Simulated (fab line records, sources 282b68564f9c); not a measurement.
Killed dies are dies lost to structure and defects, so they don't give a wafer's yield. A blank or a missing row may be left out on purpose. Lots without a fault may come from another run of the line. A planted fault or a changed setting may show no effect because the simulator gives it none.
fab line records | flow rit_cmos
record lots=5 wafers=15 last_day=7
route steps=202 shown PLDD@116 SPACER@125
lots that met no fault: from a run of the same line without faults
start_h: hours from the record's first day to the start of the lot's first wafer shown | wait_h: hours since the lot's step before | " the same as in the row above | L1.1+2: a row that stands for several wafers | - no value, or no start given | * or withheld: withheld | < > ~ a bound
route shown NAME@n: a module of which the file shows steps, and the number in the route of the first | usual: mean/standard deviation of fault-free wafers | same: alike in all rows | chamber/n: place in a boat | sites: the reading at each site | _std_site: their standard deviation | _edge_site: outer sites' mean less inner sites' | radius_mm: how far each site lies from the wafer's centre | mask NAME#n: copy n | behind: the tool/chamber that last shaped the wafer | hold: why the lot was held/for how many hours/how that ended | device: the transistor (n, p or np) that didn't switch | end of line: the same wafers' tests at the end of the route | a step without rows: its recipe alone | killed: dies lost to structure and defects at the first sort, not the wafer's yield | map: a wafer's dies, x killed, . not, _ none there
set.NAME: the setting as run; set.NAME@STEP: as run at that earlier step | model.NAME: the simulator's own value behind a step, which no gauge read
lots at some steps of the route; a table a step, a row a wafer
services: from which hour (start_h, from the record's first day; less than 0 if before it) a tool's chamber was out of use, for how many hours, and why
## steps
# step RIT_PLDD_SOFTBAKE_02
# recipe resist=NOVOLAK temp_c=90 time_s=60
# step RIT_PLDD_EXPOSE_03
# recipe mask_id=M8 na=0.57 target_cd_nm=40900 dose_mj=250
# step RIT_PLDD_PEB_04
# recipe resist=NOVOLAK temp_c=withheld time_s=withheld
# step RIT_PLDD_DEVELOP_05
# recipe resist=NOVOLAK develop_time_s=50 dev_temp_c=23
# step RIT_PLDD_OVL_MEAS_06
# usual PLDD_OVL=0.2/1.4
# columns lot.wafer tool chamber start_h wait_h PLDD_OVL[nm]
L384.2 overlay-02 - 57.95 - 1.5
L384.5 " - " " 0.6
L384.6 " - " " 1.3
L388.3 overlay-01 - 78.45 - 0.0
L388.4 " - " " 0.3
L388.6 " - " " 0.1
L394.1 overlay-02 - 109.88 - -1.8
L394.2 " - " " -1.4
L394.3 " - " " -1.7
L397.2 overlay-02 - 124.33 - -0.3
L397.4 " - " " -0.1
L397.5 " - " " 0.4
L403.1 overlay-02 - 152.86 - -0.4
L403.3 " - " " 0.5
L403.4 " - " " -0.4
# step RIT_PLDD_HARDBAKE_07
# recipe resist=NOVOLAK temp_c=140 time_s=60
# step RIT_PLDD_IMPLANT_08
# recipe species=BF2 energy_kev=20 dose_cm2=9e+14 tilt_deg=7
# step RIT_PLDD_STRIP_09
# recipe chemistry=O2 time_s=180 resist=NOVOLAK platen_temp_c=withheld power_w=500 pressure_mtorr=4000 o2_flow_sccm=4000
# usual drypump_motor_current_A=5.6/0.59
# columns lot.wafer tool chamber start_h wait_h drypump_motor_current_A rf_hours_counter_h
L384.2 plasma_asher-03 1 58.28 0.1 6.0 43
L384.5 " 0 " " 5.9 -
L384.6 " 1 " " 6.1 -
L388.3 plasma_asher-01 1 78.84 0.1 6.0 -
L388.4 " 0 " " 6.3 -
L388.6 " 0 " " 6.3 -
L394.1 plasma_asher-02 1 110.21 0.1 4.7 33
L394.2 " 0 " " 5.7 33
L394.3 " 1 " " 4.7 -
L397.2 plasma_asher-02 0 124.66 0.1 5.7 35
L397.4 " 0 " " 5.7 -
L397.5 " 1 " " 4.7 -
L403.1 plasma_asher-01 0 153.20 0.1 6.4 4
L403.3 " 0 " " 6.3 -
L403.4 " 1 " " 6.0 -
# step RIT_PLDD_TW_MEAS_10
# usual PLDD_TW=2371/24
# columns lot.wafer tool chamber start_h wait_h PLDD_TW
L384.2 film_metro-04 - 58.46 0.1 2363
L384.5 " - " " 2355
L384.6 " - " " 2372
L388.3 film_metro-03 - 78.97 0.1 2348
L388.4 " - " " 2352
L388.6 " - " " 2357
L394.1 film_metro-04 - 110.39 0.1 2363
L394.2 " - " " 2354
L394.3 " - " " 2363
L397.2 film_metro-02 - 124.84 0.1 2412
L397.4 " - " " 2412
L397.5 " - " " 2414
L403.1 film_metro-03 - 153.37 0.1 2356
L403.3 " - " " 2355
L403.4 " - " " 2363
# step RIT_SPACER_CLEAN_00
# recipe chemistry=SC1 mix=3:3:50 time_s=600 temp_c=75
# step RIT_SPACER_CLEAN_01
# recipe chemistry=dHF dilution=50:1 time_s=30
# step RIT_SPACER_CLEAN_02
# recipe chemistry=SC2 mix=3:3:50 time_s=600 temp_c=75 dry=n2_spin
# step RIT_SPACER_CVD_03
# recipe material=Si3N4 target_thk_nm=250 temp_c=810 precursor=SiH2Cl2/NH3 time_s=3300 pressure_mtorr=300 sih2cl2_flow_sccm=60 nh3_flow_sccm=150
# usual spike_tc_centre_C=811.7/1.6 zone_power_centre_pct=38/3.3
# columns lot.wafer tool chamber start_h wait_h spike_tc_centre_C zone_power_centre_pct model.Si3N4_of_SPACER_CVD_03.thk_nm
L384.2 lpcvd-01 1 59.06 0.0 810.7 41 249
L384.5 " 1 " " 810.5 42 246.8
L384.6 " 1 " " 810.9 41 248
L388.3 lpcvd-01 0 79.39 0.0 811.5 40 249.2
L388.4 " 0 " " 809.9 41 247.8
L388.6 " 0 " " 810.4 40 245.1
L394.1 lpcvd-01 1 110.89 0.0 810.3 41 398.9
L394.2 " 1 " " 811.2 42 397
L394.3 " 1 " " 810.4 42 395.8
L397.2 lpcvd-02 1 125.26 0.0 812.9 34 251.6
L397.4 " 1 " " 813.6 34 251.8
L397.5 " 1 " " 813.2 34 251
L403.1 lpcvd-02 0 153.81 0.0 812.0 34 252.1
L403.3 " 0 " " 812.3 35 251.9
L403.4 " 0 " " 810.6 34 253.9
# step RIT_SPACER_THK_MEAS_04
# recipe reads=Si3N4_of_SPACER_CVD_03
# usual SPACER_NITRIDE_THK=249.2/2.2
# columns lot.wafer tool chamber start_h wait_h SPACER_NITRIDE_THK[nm]
L384.2 film_metro-01 - 60.98 0.0 249.0
L384.5 " - " " 246.7
L384.6 " - " " 247.8
L388.3 film_metro-01 - 81.33 0.0 249.1
L388.4 " - " " 247.8
L388.6 " - " " 245.1
L394.1 film_metro-04 - 112.80 0.0 399.0
L394.2 " - " " 397.0
L394.3 " - " " 396.0
L397.2 film_metro-04 - 127.19 0.0 251.5
L397.4 " - " " 251.7
L397.5 " - " " 250.9
L403.1 film_metro-02 - 155.73 0.0 251.9
L403.3 " - " " 251.5
L403.4 " - " " 253.9
# step RIT_SPACER_ETCHBACK_05
# recipe target_depth_a=2500 SF6_flow_sccm=30 CHF3_flow_sccm=30 target=Si3N4 chemistry=SF6/CHF3 pressure_mtorr=40 rf_w=258.9 time_s=240 stop_on=SiO2
# usual drypump_motor_current_A=6.1/0.54 oes_product_au=0.845/0.011 throttle_valve_pct=10.27/0.17
# columns lot.wafer tool chamber start_h wait_h drypump_motor_current_A oes_product_au rf_hours_counter_h throttle_valve_pct model.Si3N4_of_SPACER_CVD_03.thk_nm model.etch.depth_nm
L384.2 rie_diel-03 2 61.03 0.0 6.6 0.823 116 10.52 194.7 249
L384.5 " 0 " " 5.5 0.849 - 10.46 192.8 246.8
L384.6 " 1 " " 6.4 0.839 - 10.18 192.5 248
L388.3 rie_diel-03 2 81.37 0.0 6.6 0.828 116 10.53 194.9 249.2
L388.4 " 3 " " 6.1 0.828 124 10.21 193.8 247.8
L388.6 " 3 " " 6.1 0.828 - 10.19 191.8 245.1
L394.1 rie_diel-02 1 112.86 0.1 6.7 1.039 7 10.08 309.5 324
L394.2 " 0 " " 6.5 1.028 121 10.30 308.5 322.4
L394.3 " 2 " " 6.5 1.029 119 10.09 307.6 322.3
L397.2 rie_diel-02 0 127.24 0.0 6.6 0.847 121 10.25 195.1 251.6
L397.4 " 2 " " 6.5 0.863 120 10.02 195.6 251.8
L397.5 " 2 " " 6.5 0.850 - 10.01 195.4 251
L403.1 rie_diel-04 0 155.79 0.1 5.4 0.851 54 10.21 197.5 252.1
L403.3 " 3 " " 5.3 0.847 37 10.42 197.6 251.9
L403.4 " 1 " " 5.7 0.866 2 10.34 197.7 253.9
## services
# columns tool chamber start_h hours kind
rie_diel-04 1 37.36 - clean
rie_diel-04 1 37.36 24.8 scheduled_down
rie_diel-04 1 37.36 24.8 vent_cycle
plasma_asher-03 - 45.88 4.0 pm
rie_diel-03 1 50.38 4.1 repair
rie_diel-02 2 98.30 5.0 repair
plasma_asher-03 - 108.71 1.9 repair
plasma_asher-01 - 108.75 9.0 pm
plasma_asher-01 0 108.75 9.0 vent_cycle
plasma_asher-01 1 108.75 9.0 vent_cycle
rie_diel-03 3 113.34 2.7 repair
plasma_asher-01 - 115.26 0.9 repair
plasma_asher-01 0 117.75 - clean
plasma_asher-01 1 117.75 - clean
rie_diel-04 3 121.15 6.7 repair
plasma_asher-03 - 130.36 2.8 pm
rie_diel-03 3 140.74 14.5 repair
rie_diel-02 - 145.14 2.8 pm
lpcvd-02 - 145.99 2.8 pm
## key
first_sign step=RIT_SPACER_THK_MEAS_04 reading=SPACER_NITRIDE_THK direction=up sigmas=67 usual=249.2 struck=397.3
effect step=RIT_SPACER_ETCHBACK_05 reading=oes_product_au direction=up sigmas=16 usual=0.845 struck=1.032
model_effect step=RIT_SPACER_CVD_03 value=Si3N4_of_SPACER_CVD_03.thk_nm without=248 struck=397.2
model_effect step=RIT_SPACER_ETCHBACK_05 value=Si3N4_of_SPACER_CVD_03.thk_nm without=192.6 struck=308.5
met_at RIT_SPACER_CVD_03
struck_wafers L394.1,L394.2,L394.3
later_rows_left_out L394.1,L394.2,L394.3
sort_left_out L394.1,L394.2,L394.3
tester_left_out L394
onset_between 59.06 110.89
fault kind=process_parameter_drift tool=lpcvd-01 chamber=1 onset_h=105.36 steps=RIT_SPACER_CVD_03 channel=target_thk_nm offset=149.27 shape=step end_h=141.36 acts_in=these_recipes_only stated=250
# tester_left_out: of these lots the tester's yield and bins aren't shown, on N5 and GAA mostly nor the transistor test; their killed dies are dies lost to structure and defects alone, not to doping, threshold or leakage, so they don't give the yield
# sort_left_out: the simulated sort isn't trusted on such a fault, so these wafers' sort isn't shown, and their yield isn't known
# later_rows_left_out: the simulator's readings of these wafers behind a module that went badly wrong aren't trusted and aren't shown, but for the sort
